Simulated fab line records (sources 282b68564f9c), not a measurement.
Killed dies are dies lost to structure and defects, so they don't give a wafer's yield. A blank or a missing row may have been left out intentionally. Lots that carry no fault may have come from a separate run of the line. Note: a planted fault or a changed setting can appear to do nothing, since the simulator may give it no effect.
fab line records	flow ritCmos
record lots=5	wafers=23
route steps=202 shown ACTIVE@14 NWELL@29 NRETRO@54 PRETRO@66 GATE@87 PLDD@122 PSD@143 M1@184
startH: the number of hours between the record's first day and the start of the first shown wafer of the lot	waitH: hours since the lot's step before	" the same as in the row above	L1.1+2: a single row standing in for several wafers	- no value, or no start was given	* or withheld: withheld	< > ~ a bound
route shown NAME@n: a module of which the file shows steps, and the number in the route of the first	usual: mean/standard deviation taken from wafers without a fault	same: alike in all rows	chamber/n: place in a boat	sites: the reading at each site	_std_site: the values' standard deviation	_edge_site: outer sites' mean less inner sites'	radiusMm: how far each site lies from the wafer's centre	mask NAME#n: copy n	behind: the tool/chamber that last shaped the wafer	hold: what put the lot on hold/how long, in hours/how the hold closed	device: the n, p or np transistor that did not switch	end of line: the same wafers' tests at the end of the route	step lacking rows: just its recipe	killed: count of dies lost to structure and defects at first sort (not the wafer's yield)	map: a wafer's dies, x killed, . not, _ none there
set.NAME: the run value of the setting; set.NAME@STEP: its run value at that earlier step	model.NAME: the simulator's own value behind a step, which no gauge read
lots whose settings were changed on purpose; a table a step, a row a wafer
## steps
# step RIT_ACTIVE_ETCH_13
# recipe stopOn=SiO2	chemistry=SF6	target=Si3N4	timeS=210	overEtchFrac=0.4	SF6_flow_sccm=200	pressureMtorr=260	rfW=125	targetDepthA=2100
lot.wafer	tool	chamber	startH	waitH	set.timeS	model.NOVOLAK_of_ACTIVE_COAT_06.thkNm
L075.1	rieDiel-04	2	20.88	0.1	210	664.8
L075.2	"	0	"	"	210	662.3
L075.3	"	1	"	"	210	659.5
L075.4	"	3	"	"	225	649
L075.6	"	0	"	"	225	647.9
L076.1	rieDiel-04	3	25.70	0.1	210	665.4
L076.2	"	0	"	"	210	665
L076.3	"	1	"	"	210	660.3
L076.4	"	2	"	"	210	669.1
L076.6	"	3	"	"	210	667.5
L081.1	rieDiel-03	3	50.36	0.1	210	649.2
L081.3	"	2	"	"	210	651
L081.4	"	0	"	"	210	646.5
L081.5	"	1	"	"	210	647.9
L081.6	"	0	"	"	210	648.5
L082.1	rieDiel-04	0	55.68	0.1	210	658
L082.3	"	3	"	"	210	661.4
L082.5	"	3	"	"	210	663.9
L083.2	rieDiel-03	0	62.62	0.1	210	655.6
L083.3	"	2	"	"	210	656.6
L083.4	"	3	"	"	188.6	677.5
L083.5	"	1	"	"	210	648.9
L083.6	"	0	"	"	188.6	675.1
# step RIT_NWELL_COAT_01
# recipe resist=NOVOLAK	spinRpm=2000	resistThkNm=1300
lot.wafer	tool	chamber	startH	waitH	set.resistThkNm	model.NOVOLAK_of_NWELL_COAT_01.thkNm
L075.1	lithoTrack-01	0	27.04	0.1	1300	1297
L075.2+4	"	0	"	"	1260	1258
L075.3	"	0	"	"	1300	1299
L075.6	"	0	"	"	1300	1296
L076.1	lithoTrack-02	0	30.40	0.1	1300	1299
L076.2	"	0	"	"	1268	1272
L076.3	"	0	"	"	1268	1273
L076.4	"	0	"	"	1268	1265
L076.6	"	0	"	"	1300	1302
L081.1	lithoTrack-04	0	59.07	0.1	1300	1301
L081.3	"	0	"	"	1300	1306
L081.4	"	0	"	"	1236	1236
L081.5	"	0	"	"	1300	1308
L081.6	"	0	"	"	1236	1240
L082.1	lithoTrack-04	0	63.85	0.1	1300	1297
L082.3	"	0	"	"	1300	1295
L082.5	"	0	"	"	1300	1300
L083.2	lithoTrack-02	0	68.51	0.1	1300	1301
L083.3	"	0	"	"	1300	1300
L083.4	"	0	"	"	1300	1297
L083.5	"	0	"	"	1300	1296
L083.6	"	0	"	"	1300	1302
# step RIT_NWELL_SOFTBAKE_02
# recipe resist=NOVOLAK	tempC=90	timeS=60
lot.wafer	tool	chamber	startH	waitH	set.tempC	set.resistThkNm@NWELL_COAT_01	model.NOVOLAK_of_NWELL_COAT_01.thkNm
L075.1	lithoTrack-01	0	27.19	0.1	90	1300	1297
L075.2+4	"	0	"	"	90	1260	1258
L075.3	"	0	"	"	90	1300	1299
L075.6	"	0	"	"	90	1300	1296
L076.1	lithoTrack-02	0	30.55	0.1	90	1300	1299
L076.2	"	0	"	"	88.21	1268	1272
L076.3	"	0	"	"	88.21	1268	1273
L076.4	"	0	"	"	90	1268	1265
L076.6	"	0	"	"	90	1300	1302
L081.1	lithoTrack-04	0	59.22	0.1	92.87	1300	1291
L081.3	"	0	"	"	90	1300	1306
L081.4	"	0	"	"	90	1236	1236
L081.5	"	0	"	"	92.87	1300	1298
L081.6	"	0	"	"	90	1236	1240
L082.1	lithoTrack-04	0	64.00	0.1	90	1300	1297
L082.3	"	0	"	"	90	1300	1295
L082.5	"	0	"	"	90	1300	1300
L083.2	lithoTrack-02	0	68.66	0.1	90	1300	1301
L083.3	"	0	"	"	90	1300	1300
L083.4	"	0	"	"	90	1300	1297
L083.5	"	0	"	"	90	1300	1296
L083.6	"	0	"	"	90	1300	1302
# step RIT_NRETRO_COAT_01
# recipe resist=NOVOLAK	spinRpm=2000	resistThkNm=1300
lot.wafer	tool	chamber	startH	waitH	set.spinRpm	model.NOVOLAK_of_NRETRO_COAT_01.thkNm
L075.1	lithoTrack-04	0	36.82	0.1	2000	1298
L075.2+3	"	0	"	"	2000	1297
L075.4+6	"	0	"	"	2000	1301
L076.1	lithoTrack-03	0	38.95	0.1	2000	1304
L076.2	"	0	"	"	2000	1303
L076.3	"	0	"	"	2000	1308
L076.4	"	0	"	"	2000	1306
L076.6	"	0	"	"	2000	1302
L081.1	lithoTrack-04	0	67.86	0.1	2000	1303
L081.3	"	0	"	"	2000	1304
L081.4+6	"	0	"	"	2146	1259
L081.5	"	0	"	"	2146	1257
L082.1	lithoTrack-01	0	74.25	0.1	2000	1302
L082.3	"	0	"	"	2000	1299
L082.5	"	0	"	"	2000	1306
L083.2	lithoTrack-01	0	77.89	0.1	1940	1317
L083.3	"	0	"	"	2000	1294
L083.4	"	0	"	"	1940	1319
L083.5	"	0	"	"	2000	1297
L083.6	"	0	"	"	2000	1299
# step RIT_NRETRO_SOFTBAKE_02
# recipe resist=NOVOLAK	tempC=90	timeS=60
# step RIT_NRETRO_EXPOSE_03
# recipe maskId=M4	na=0.57	targetCdNm=43900	doseMj=250
# step RIT_NRETRO_DEVELOP_05
# recipe resist=NOVOLAK	developTimeS=68	devTempC=23
# step RIT_NRETRO_HARDBAKE_07
# recipe resist=NOVOLAK	tempC=140	timeS=120
lot.wafer	tool	chamber	startH	waitH	set.spinRpm@NRETRO_COAT_01	model.NOVOLAK_of_NRETRO_COAT_01.thkNm
L075.1+2+3	lithoTrack-04	0	37.58	0.0	2000	1135
L075.4	"	0	"	"	2000	1138
L075.6	"	0	"	"	2000	1137
L076.1+2	lithoTrack-03	0	39.74	0.0	2000	1140
L076.3	"	0	"	"	2000	1144
L076.4	"	0	"	"	2000	1142
L076.6	"	0	"	"	2000	1139
L081.1	lithoTrack-01	0	68.62	0.0	2000	1140
L081.3	"	0	"	"	2000	1141
L081.4+6	"	0	"	"	2146	1102
L081.5	"	0	"	"	2146	1100
L082.1	lithoTrack-01	0	75.02	0.0	2000	1139
L082.3	"	0	"	"	2000	1136
L082.5	"	0	"	"	2000	1142
L083.2	lithoTrack-04	0	78.68	0.1	1940	1151
L083.3	"	0	"	"	2000	1132
L083.4	"	0	"	"	1940	1153
L083.5	"	0	"	"	2000	1134
L083.6	"	0	"	"	2000	1136
# step RIT_PRETRO_SOFTBAKE_02
# recipe resist=NOVOLAK	tempC=90	timeS=60
lot.wafer	tool	chamber	startH	waitH	set.tempC
L075.1+3+4	lithoTrack-02	0	38.52	0.1	86.57
L075.2+6	"	0	"	"	90
L076.1+2+3+4+6	lithoTrack-02	0	40.67	0.1	90
L081.1+3+5	lithoTrack-02	0	69.56	0.1	88.75
L081.4+6	"	0	"	"	90
L082.1+3+5	lithoTrack-01	0	75.96	0.1	90
L083.2+6	lithoTrack-02	0	79.59	0.1	92.3
L083.3+4+5	"	0	"	"	90
# step RIT_PRETRO_EXPOSE_03
# recipe maskId=M5	na=0.57	targetCdNm=43700	doseMj=250
# step RIT_PRETRO_PEB_04
# recipe resist=NOVOLAK	tempC=withheld	timeS=withheld
# step RIT_PRETRO_DEVELOP_05
# recipe resist=NOVOLAK	developTimeS=67.14	devTempC=23
lot.wafer	tool	chamber	startH	waitH	set.tempC@PRETRO_SOFTBAKE_02	model.NOVOLAK_of_PRETRO_COAT_01.thkNm
L075.1+3	lithoTrack-01	0	-	-	86.57	1317
L075.2	"	0	"	"	90	1301
L075.4	"	0	"	"	86.57	1316
L075.6	"	0	"	"	90	1300
L076.1	lithoTrack-01	0	-	-	90	1298
L076.2+4	"	0	"	"	90	1302
L076.3	"	0	"	"	90	1300
L076.6	"	0	"	"	90	1299
L081.1	lithoTrack-02	0	-	-	88.75	1304
L081.3	"	0	"	"	88.75	1308
L081.4	"	0	"	"	90	1299
L081.5	"	0	"	"	88.75	1306
L081.6	"	0	"	"	90	1306
L082.1	lithoTrack-01	0	-	-	90	1301
L082.3	"	0	"	"	90	1298
L082.5	"	0	"	"	90	1299
L083.2	lithoTrack-01	0	-	-	92.3	1297
L083.3	"	0	"	"	90	1304
L083.4	"	0	"	"	90	1305
L083.5	"	0	"	"	90	1302
L083.6	"	0	"	"	92.3	1299
# step RIT_PRETRO_IMPLANT_08
# recipe species=B	energyKev=45	doseCm2=1.2e+13	tiltDeg=7
lot.wafer	tool	chamber	startH	waitH	set.energyKev	model.implant.rpNm	model.implant.drpNm
L075.1+4+6	implanter-02	0	39.51	0.2	45	142.2	55.07
L075.2+3	"	0	"	"	43.33	137.2	53.84
L076.1+4	implanter-01	0	41.54	0.2	45	145.6	55.07
L076.2+3+6	"	0	"	"	42.37	137.5	53.12
L081.1+5	implanter-01	0	70.42	0.2	46.07	146.1	55.84
L081.3+4+6	"	0	"	"	45	142.9	55.07
L082.1+3+5	implanter-02	0	76.82	0.2	45	150.3	55.07
L083.2+3+4	implanter-02	0	80.65	0.2	45	144.6	55.07
L083.5+6	"	0	"	"	46.87	150.2	56.41
# step RIT_GATE_COAT_11
# recipe resist=NOVOLAK	spinRpm=4250	resistThkNm=850
lot.wafer	tool	chamber	startH	waitH	set.resistThkNm	model.NOVOLAK_of_GATE_COAT_11.thkNm
L075.1	lithoTrack-01	0	46.90	0.1	891	890.9
L075.2	"	0	"	"	850	850.7
L075.3	"	0	"	"	891	892.6
L075.4	"	0	"	"	850	848.4
L075.6	"	0	"	"	850	851.3
L076.1	lithoTrack-02	0	49.78	0.1	850	852.7
L076.2	"	0	"	"	834.2	839.2
L076.3	"	0	"	"	850	852.8
L076.4	"	0	"	"	850	854.7
L076.6	"	0	"	"	834.2	837.2
L081.1	lithoTrack-04	0	76.00	0.1	894.1	895
L081.3	"	0	"	"	850	853.8
L081.4	"	0	"	"	850	850.7
L081.5	"	0	"	"	894.1	895.9
L081.6	"	0	"	"	894.1	896
L082.1	lithoTrack-02	0	82.18	0.1	850	845
L082.3	"	0	"	"	850	851.3
L082.5	"	0	"	"	850	847.7
L083.2	lithoTrack-04	0	84.73	0.1	850	851.3
L083.3	"	0	"	"	850	852.3
L083.4	"	0	"	"	866.9	866.6
L083.5	"	0	"	"	866.9	867.3
L083.6	"	0	"	"	866.9	867.5
# step RIT_GATE_DEVELOP_15
# recipe resist=NOVOLAK	developTimeS=50	devTempC=23
lot.wafer	tool	chamber	startH	waitH	set.devTempC
L075.1+2+3+4+6	lithoTrack-02	0	-	-	23
L076.1+2+3+4+6	lithoTrack-02	0	-	-	23
L081.1+4	lithoTrack-04	0	-	-	23
L081.3+5+6	"	0	"	"	20.82
L082.1+3+5	lithoTrack-02	0	-	-	23
L083.2+3+5	lithoTrack-02	0	-	-	23
L083.4+6	"	0	"	"	20.01
# step RIT_PLDD_IMPLANT_08
# recipe species=BF2	energyKev=20	doseCm2=9e+14	tiltDeg=7
lot.wafer	tool	chamber	startH	waitH	set.energyKev	model.implant.drpNm
L075.1+2+3	implanter-03	0	54.40	0.1	20	9.752
L075.4+6	"	0	"	"	20.43	9.898
L076.1+3	implanter-01	0	58.22	0.1	19.6	9.614
L076.2+4+6	"	0	"	"	20	9.752
L081.1+3	implanter-01	0	84.01	0.1	20.55	9.939
L081.4+5+6	"	0	"	"	20	9.752
L082.1+3+5	implanter-03	0	89.75	0.1	20	9.752
L083.2+3+4+5+6	implanter-03	0	93.46	0.1	20	9.752
# step RIT_PSD_COAT_01
# recipe resist=NOVOLAK	spinRpm=3250	resistThkNm=1000
lot.wafer	tool	chamber	startH	waitH	set.resistThkNm	model.NOVOLAK_of_PSD_COAT_01.thkNm
L075.1	lithoTrack-01	0	58.99	0.1	974.4	972.5
L075.2	"	0	"	"	1000	1001
L075.3	"	0	"	"	974.4	974
L075.4	"	0	"	"	974.4	972.8
L075.6	"	0	"	"	1000	996.3
L076.1	lithoTrack-04	0	62.73	0.1	1034	1036
L076.2+4	"	0	"	"	1000	1000
L076.3	"	0	"	"	1000	1003
L076.6	"	0	"	"	1034	1035
L081.1	lithoTrack-02	0	88.59	0.1	1057	1062
L081.3	"	0	"	"	1000	1004
L081.4	"	0	"	"	1057	1064
L081.5	"	0	"	"	1057	1061
L081.6	"	0	"	"	1000	1005
L082.1+5	lithoTrack-04	0	95.39	0.1	1000	1000
L082.3	"	0	"	"	1000	1002
L083.2	lithoTrack-02	0	98.05	0.1	983.3	984
L083.3	"	0	"	"	1000	1001
L083.4	"	0	"	"	983.3	984.8
L083.5	"	0	"	"	983.3	988.1
L083.6	"	0	"	"	1000	999.9
# step RIT_PSD_HARDBAKE_07
# recipe resist=NOVOLAK	tempC=140	timeS=60
lot.wafer	tool	chamber	startH	waitH	set.tempC	set.resistThkNm@PSD_COAT_01	model.NOVOLAK_of_PSD_COAT_01.thkNm
L075.1	lithoTrack-01	0	59.73	0.0	140	974.4	859.7
L075.2	"	0	"	"	141.8	1000	882.2
L075.3	"	0	"	"	141.8	974.4	858.7
L075.4	"	0	"	"	140	974.4	859.9
L075.6	"	0	"	"	140	1000	880.6
L076.1	lithoTrack-04	0	63.47	0.0	143.2	1034	910.9
L076.2	"	0	"	"	143.2	1000	880
L076.3	"	0	"	"	140	1000	886.4
L076.4	"	0	"	"	140	1000	883.9
L076.6	"	0	"	"	143.2	1034	910.2
L081.1	lithoTrack-04	0	89.45	0.0	140	1057	938
L081.3	"	0	"	"	141.3	1000	885.9
L081.4	"	0	"	"	140	1057	939.5
L081.5	"	0	"	"	141.3	1057	935.6
L081.6	"	0	"	"	140	1000	888.2
L082.1	lithoTrack-04	0	96.25	0.0	140	1000	884.2
L082.3	"	0	"	"	140	1000	885.3
L082.5	"	0	"	"	140	1000	884.1
L083.2	lithoTrack-01	0	98.79	0.0	140	983.3	869.7
L083.3	"	0	"	"	136	1000	891.5
L083.4	"	0	"	"	136	983.3	876.8
L083.5	"	0	"	"	140	983.3	873.3
L083.6	"	0	"	"	136	1000	890.2
# step RIT_PSD_IMPLANT_08
# recipe species=BF2	energyKev=27	doseCm2=5.092e+15	tiltDeg=7
# step RIT_PSD_STRIP_09
# recipe chemistry=O2	timeS=180	resist=NOVOLAK	platenTempC=withheld	powerW=500	pressureMtorr=4000	o2FlowSccm=4000
# step RIT_SDANNEAL_RS_MEAS_06
# recipe thkMeasGauge=four-point-probe
# usual PLDD_RS=178.6/0.54
lot.wafer	tool	chamber	startH	waitH	set.energyKev@PLDD_IMPLANT_08	PLDD_RS[ohm/sq]
L075.1	filmMetro-02	-	60.94	0.1	20	179.4
L075.2	"	-	"	"	20	179.6
L075.3	"	-	"	"	20	179.1
L075.4	"	-	"	"	20.43	177.9
L075.6	"	-	"	"	20.43	178.0
L076.1	filmMetro-03	-	64.70	0.1	19.6	179.9
L076.2	"	-	"	"	20	178.3
L076.3	"	-	"	"	19.6	178.9
L076.4	"	-	"	"	20	178.5
L076.6	"	-	"	"	20	177.9
L081.1	filmMetro-03	-	90.65	0.1	20.55	176.3
L081.3	"	-	"	"	20.55	177.4
L081.4	"	-	"	"	20	178.8
L081.5	"	-	"	"	20	178.6
L081.6	"	-	"	"	20	178.4
L082.1	filmMetro-04	-	97.49	0.1	20	178.5
L082.3	"	-	"	"	20	178.1
L082.5	"	-	"	"	20	178.2
L083.2	filmMetro-04	-	100.01	0.1	20	178.6
L083.3	"	-	"	"	20	178.1
L083.4	"	-	"	"	20	178.6
L083.5	"	-	"	"	20	179.0
L083.6	"	-	"	"	20	178.2
# step RIT_M1_SPUTTER_00
# recipe material=Al	targetThkNm=400	powerW=2000	chamberPressurePa=0.4	gas=Ar	timeS=500	substrateTempC=25
lot.wafer	tool	chamber	startH	waitH	set.powerW	model.Al_of_M1_SPUTTER_00.thkNm
L075.1	pvdSputter-01	-	64.54	0.0	2000	403
L075.2	"	-	"	"	1807	367.3
L075.3	"	-	"	"	2000	399.3
L075.4	"	-	"	"	2000	405.1
L075.6	"	-	"	"	1807	366.9
L076.1	pvdSputter-02	-	67.70	0.0	2084	418.7
L076.2	"	-	"	"	2000	402.3
L076.3	"	-	"	"	2084	418.8
L076.4	"	-	"	"	2084	418.6
L076.6	"	-	"	"	2000	399
L081.1+4	pvdSputter-01	-	93.77	0.0	2000	401.3
L081.3	"	-	"	"	1804	365.5
L081.5	"	-	"	"	1804	362.5
L081.6	"	-	"	"	1804	363.8
L082.1	pvdSputter-02	-	100.63	0.0	2000	399.1
L082.3	"	-	"	"	2000	393.3
L082.5	"	-	"	"	2000	396.9
L083.2	pvdSputter-01	-	103.06	0.0	2188	437.8
L083.3	"	-	"	"	2000	400
L083.4	"	-	"	"	2188	440
L083.5	"	-	"	"	2000	392.5
L083.6	"	-	"	"	2188	437.6
# step RIT_M1_RS_MEAS_01
# recipe thkMeasGauge=four-point-probe	reads=Al_of_M1_SPUTTER_00
# usual M1_AL_RS=0.0737/0.00077
lot.wafer	tool	chamber	startH	waitH	set.powerW@M1_SPUTTER_00	M1_AL_RS[ohm/sq]
L075.1	filmMetro-02	-	64.83	0.1	2000	0.0729
L075.2	"	-	"	"	1807	0.0801
L075.3	"	-	"	"	2000	0.0737
L075.4	"	-	"	"	2000	0.0726
L075.6	"	-	"	"	1807	0.0802
L076.1	filmMetro-02	-	67.99	0.1	2084	0.0701
L076.2	"	-	"	"	2000	0.0731
L076.3	"	-	"	"	2084	0.0702
L076.4	"	-	"	"	2084	0.0702
L076.6	"	-	"	"	2000	0.0737
L081.1	filmMetro-04	-	94.07	0.1	2000	0.0732
L081.3	"	-	"	"	1804	0.0804
L081.4	"	-	"	"	2000	0.0730
L081.5	"	-	"	"	1804	0.0813
L081.6	"	-	"	"	1804	0.0809
L082.1	filmMetro-03	-	100.92	0.1	2000	0.0735
L082.3	"	-	"	"	2000	0.0747
L082.5	"	-	"	"	2000	0.0739
L083.2	filmMetro-03	-	103.38	0.2	2188	0.0670
L083.3	"	-	"	"	2000	0.0733
L083.4	"	-	"	"	2188	0.0666
L083.5	"	-	"	"	2000	0.0748
L083.6	"	-	"	"	2188	0.0669
# step RIT_M1_THK_MEAS_02
# recipe thkMeasGauge=xrf	reads=Al_of_M1_SPUTTER_00
# usual M1_AL_THK=398/4.9
lot.wafer	tool	chamber	startH	waitH	set.powerW@M1_SPUTTER_00	M1_AL_THK[nm]
L075.1	filmMetro-02	-	64.95	0.1	2000	402
L075.2	"	-	"	"	1807	365
L075.3	"	-	"	"	2000	400
L075.4	"	-	"	"	2000	406
L075.6	"	-	"	"	1807	366
L076.1	filmMetro-02	-	68.11	0.1	2084	417
L076.2	"	-	"	"	2000	404
L076.3	"	-	"	"	2084	419
L076.4	"	-	"	"	2084	417
L076.6	"	-	"	"	2000	399
L081.1	filmMetro-04	-	94.19	0.1	2000	404
L081.3	"	-	"	"	1804	366
L081.4	"	-	"	"	2000	404
L081.5	"	-	"	"	1804	367
L081.6	"	-	"	"	1804	367
L082.1	filmMetro-03	-	101.04	0.1	2000	397
L082.3	"	-	"	"	2000	389
L082.5	"	-	"	"	2000	395
L083.2	filmMetro-03	-	103.49	0.1	2188	436
L083.3	"	-	"	"	2000	398
L083.4	"	-	"	"	2188	437
L083.5	"	-	"	"	2000	389
L083.6	"	-	"	"	2188	433
# step RIT_M1_PROBE_99
# usual killed_at_M0_to_M3=0.0/0.12	killedAtContacts=0.1/0.3	killedAtFrontEnd=7/3	killedDies=7/3	killedOpen=3.3/1.9	killedShort=3.3/2
# same grossDies=264	killed_at_M4_up=0	killedAtBackSide=0	killedAtOther=0
lot.wafer	tool	chamber	startH	waitH	set.devTempC@GATE_DEVELOP_15	killed_at_M0_to_M3	killedAtContacts	killedAtFrontEnd	killedDies	killedOpen	killedShort	model.etest.nmos_0p15.driveUaUm	model.etest.npolyLine.lineOhmUm
L075.1	prober-02	-	68.68	0.1	23	0	0	13	13	7	6	425.5	152.6
L075.2	prober-02	-	68.73	0.1	23	0	0	9	9	5	4	434.4	161.8
L075.3	prober-02	-	68.78	0.2	23	0	0	6	6	4	2	418.4	150.7
L075.4	prober-02	-	68.83	0.2	23	0	0	6	6	2	4	445.4	159.5
L075.6	prober-02	-	68.93	0.2	23	0	0	9	9	5	4	444.4	156.8
L076.1	prober-01	-	71.86	0.1	23	0	0	3	3	2	1	497.9	170.4
L076.2	prober-01	-	71.91	0.1	23	0	0	8	8	2	6	516.2	175.3
L076.3	prober-01	-	71.96	0.2	23	1	0	12	13	4	9	494.3	173.7
L076.4	prober-01	-	72.01	0.2	23	0	1	7	8	4	4	512.5	175.2
L076.6	prober-01	-	72.11	0.2	23	0	0	4	4	0	4	496.4	181.4
L081.1	prober-02	-	98.14	0.1	23	0	0	9	9	5	4	454.2	154.9
L081.3	prober-02	-	98.24	0.2	20.82	0	0	3	3	3	0	565.8	200.9
L081.4	prober-02	-	98.29	0.2	23	0	0	7	7	6	1	488.1	166
L081.5	prober-02	-	98.34	0.2	20.82	0	0	4	4	3	1	523	179.8
L081.6	prober-02	-	98.39	0.2	20.82	0	0	6	6	3	3	508.2	181.6
L082.1	prober-01	-	104.66	0.1	23	0	0	12	12	5	7	496.7	169.3
L082.3	prober-01	-	104.76	0.2	23	0	0	4	4	2	2	486.6	167.4
L082.5	prober-01	-	104.86	0.2	23	0	0	11	11	6	5	497.1	164.5
L083.2	prober-02	-	107.33	0.1	23	0	0	7	7	5	2	459.1	158.9
L083.3	prober-02	-	107.38	0.2	23	0	0	11	11	5	6	456.4	161.3
L083.4	prober-02	-	107.43	0.2	20.01	0	0	9	9	4	5	531.5	194
L083.5	prober-02	-	107.48	0.2	23	0	0	6	6	1	5	436.4	147.5
L083.6	prober-02	-	107.53	0.2	20.01	0	0	8	8	7	1	539.5	193.6
# killed by level:class
L075.1 GATE:geometricParticle:open=4 GATE:geometricParticle:short=4 REOX:geometricParticle:open=2 SILICIDE:geometricParticle:short=2 SILICIDE:geometricParticle:open=1
L075.2 GATE:geometricParticle:open=2 GATE:geometricParticle:short=2 SPACER:geometricParticle:short=2 FOX2:geometricParticle:open=1 SPACER:geometricParticle:open=1 SILICIDE:geometricParticle:open=1
L075.3 GATE:geometricParticle:short=1 GATE:geometricParticle:open=1 REOX:geometricParticle:open=1 SPACER:geometricParticle:open=1 SPACER:geometricParticle:short=1 SILICIDE:geometricParticle:open=1
L075.4 GATE:geometricParticle:short=2 ACTIVE:geometricParticle:short=1 GATE:geometricParticle:open=1 REOX:geometricParticle:open=1 SILICIDE:geometricParticle:short=1
L075.6 FOX1:geometricParticle:open=2 FOX1:geometricParticle:short=1 FOX2:geometricParticle:short=1 GATE:geometricParticle:short=1 GATE:geometricParticle:open=1 SPACER:geometricParticle:open=1 SILICIDE:geometricParticle:short=1 SILICIDE:geometricParticle:open=1
L076.1 GATE:geometricParticle:open=2 FOX1:geometricParticle:short=1
L076.2 GATE:geometricParticle:short=4 FOX1:geometricParticle:open=2 FOX1:geometricParticle:short=1 SPACER:geometricParticle:short=1
L076.3 GATE:geometricParticle:short=4 FOX1:geometricParticle:open=2 GATE:geometricParticle:open=2 SPACER:geometricParticle:short=2 FOX1:geometricParticle:short=1 SILICIDE:geometricParticle:short=1 M1:geometricParticle:short=1
L076.4 GATE:geometricParticle:short=4 SILICIDE:geometricParticle:open=2 GATE:geometricParticle:open=1 CONTACT:geometricParticle:open=1
L076.6 FOX1:geometricParticle:short=2 GATE:geometricParticle:short=2
L081.1 GATE:geometricParticle:open=4 FOX1:geometricParticle:short=1 FOX2:geometricParticle:short=1 GATE:geometricParticle:short=1 SPACER:geometricParticle:open=1 SILICIDE:geometricParticle:short=1
L081.3 REOX:geometricParticle:open=1 SPACER:geometricParticle:open=1 SILICIDE:geometricParticle:open=1
L081.4 REOX:geometricParticle:open=2 SPACER:geometricParticle:open=2 FOX1:geometricParticle:open=1 SILICIDE:geometricParticle:short=1 SILICIDE:geometricParticle:open=1
L081.5 GATE:geometricParticle:open=1 GATE:geometricParticle:short=1 REOX:geometricParticle:open=1 SPACER:geometricParticle:open=1
L081.6 GATE:geometricParticle:short=2 GATE:geometricParticle:open=2 REOX:geometricParticle:short=1 REOX:geometricParticle:open=1
L082.1 FOX2:geometricParticle:short=2 GATE:geometricParticle:short=2 GATE:geometricParticle:open=2 REOX:geometricParticle:short=2 REOX:geometricParticle:open=2 FOX1:geometricParticle:open=1 FOX1:geometricParticle:short=1
L082.3 GATE:geometricParticle:open=2 REOX:geometricParticle:short=2
L082.5 FOX1:geometricParticle:open=3 FOX1:geometricParticle:short=2 REOX:geometricParticle:short=2 FOX2:geometricParticle:open=1 GATE:geometricParticle:open=1 REOX:geometricParticle:open=1 SPACER:geometricParticle:short=1
L083.2 REOX:geometricParticle:open=2 SILICIDE:geometricParticle:open=2 GATE:geometricParticle:open=1 GATE:geometricParticle:short=1 REOX:geometricParticle:short=1
L083.3 GATE:geometricParticle:short=3 SILICIDE:geometricParticle:open=3 SILICIDE:geometricParticle:short=2 FOX1:geometricParticle:short=1 GATE:geometricParticle:open=1 SPACER:geometricParticle:open=1
L083.4 GATE:geometricParticle:open=3 SILICIDE:geometricParticle:short=3 FOX1:geometricParticle:open=1 FOX2:geometricParticle:short=1 SPACER:geometricParticle:short=1
L083.5 GATE:geometricParticle:short=3 FOX1:geometricParticle:open=1 FOX1:geometricParticle:short=1 SILICIDE:geometricParticle:short=1
L083.6 GATE:geometricParticle:open=3 FOX2:geometricParticle:open=2 SILICIDE:geometricParticle:open=2 GATE:geometricParticle:short=1
## key
split step=RIT_ACTIVE_ETCH_13	setting=timeS	stated=210	by=wafer
response step=RIT_ACTIVE_ETCH_13	reading=model.NOVOLAK_of_ACTIVE_COAT_06.thkNm	change=-2.12	per=1%	r=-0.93
split step=RIT_NWELL_COAT_01	setting=resistThkNm	stated=1300	by=wafer
response step=RIT_NWELL_COAT_01	reading=model.NOVOLAK_of_NWELL_COAT_01.thkNm	change=+13.2	per=1%	r=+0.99
response step=RIT_NWELL_SOFTBAKE_02	reading=model.NOVOLAK_of_NWELL_COAT_01.thkNm	change=+12.4	per=1%	r=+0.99
split step=RIT_NWELL_SOFTBAKE_02	setting=tempC	stated=90	by=wafer
response none clear
split step=RIT_NRETRO_COAT_01	setting=spinRpm	stated=2000	by=wafer
response step=RIT_NRETRO_COAT_01	reading=model.NOVOLAK_of_NRETRO_COAT_01.thkNm	change=-6.33	per=1%	r=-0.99
response step=RIT_NRETRO_HARDBAKE_07	reading=model.NOVOLAK_of_NRETRO_COAT_01.thkNm	change=-5.46	per=1%	r=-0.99
split step=RIT_PRETRO_SOFTBAKE_02	setting=tempC	stated=90	by=wafer
response step=RIT_PRETRO_DEVELOP_05	reading=model.NOVOLAK_of_PRETRO_COAT_01.thkNm	change=-3.52	per=1%	r=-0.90
split step=RIT_PRETRO_IMPLANT_08	setting=energyKev	stated=45	by=wafer
response step=RIT_PRETRO_IMPLANT_08	reading=model.implant.rpNm	change=+1.37	per=1%	r=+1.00
response step=RIT_PRETRO_IMPLANT_08	reading=model.implant.drpNm	change=+0.329	per=1%	r=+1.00
split step=RIT_GATE_COAT_11	setting=resistThkNm	stated=850	by=wafer
response step=RIT_GATE_COAT_11	reading=model.NOVOLAK_of_GATE_COAT_11.thkNm	change=+8.41	per=1%	r=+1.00
split step=RIT_GATE_DEVELOP_15	setting=devTempC	stated=23	by=wafer
response step=RIT_M1_PROBE_99	reading=model.etest.nmos_0p15.driveUaUm	change=-6.5	per=1%	r=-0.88
response step=RIT_M1_PROBE_99	reading=model.etest.npolyLine.lineOhmUm	change=-2.89	per=1%	r=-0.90
split step=RIT_PLDD_IMPLANT_08	setting=energyKev	stated=20	by=wafer
response step=RIT_PLDD_IMPLANT_08	reading=model.implant.drpNm	change=+0.0683	per=1%	r=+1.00
response step=RIT_SDANNEAL_RS_MEAS_06	reading=PLDD_RS	change=-0.62	per=1%	r=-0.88
split step=RIT_PSD_COAT_01	setting=resistThkNm	stated=1000	by=wafer
response step=RIT_PSD_COAT_01	reading=model.NOVOLAK_of_PSD_COAT_01.thkNm	change=+10	per=1%	r=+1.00
response step=RIT_PSD_HARDBAKE_07	reading=model.NOVOLAK_of_PSD_COAT_01.thkNm	change=+8.73	per=1%	r=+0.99
split step=RIT_PSD_HARDBAKE_07	setting=tempC	stated=140	by=wafer
response none clear
split step=RIT_M1_SPUTTER_00	setting=powerW	stated=2000	by=wafer
response step=RIT_M1_SPUTTER_00	reading=model.Al_of_M1_SPUTTER_00.thkNm	change=+4	per=1%	r=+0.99
response step=RIT_M1_RS_MEAS_01	reading=M1_AL_RS	change=-0.000766	per=1%	r=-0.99
response step=RIT_M1_THK_MEAS_02	reading=M1_AL_THK	change=+3.99	per=1%	r=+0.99
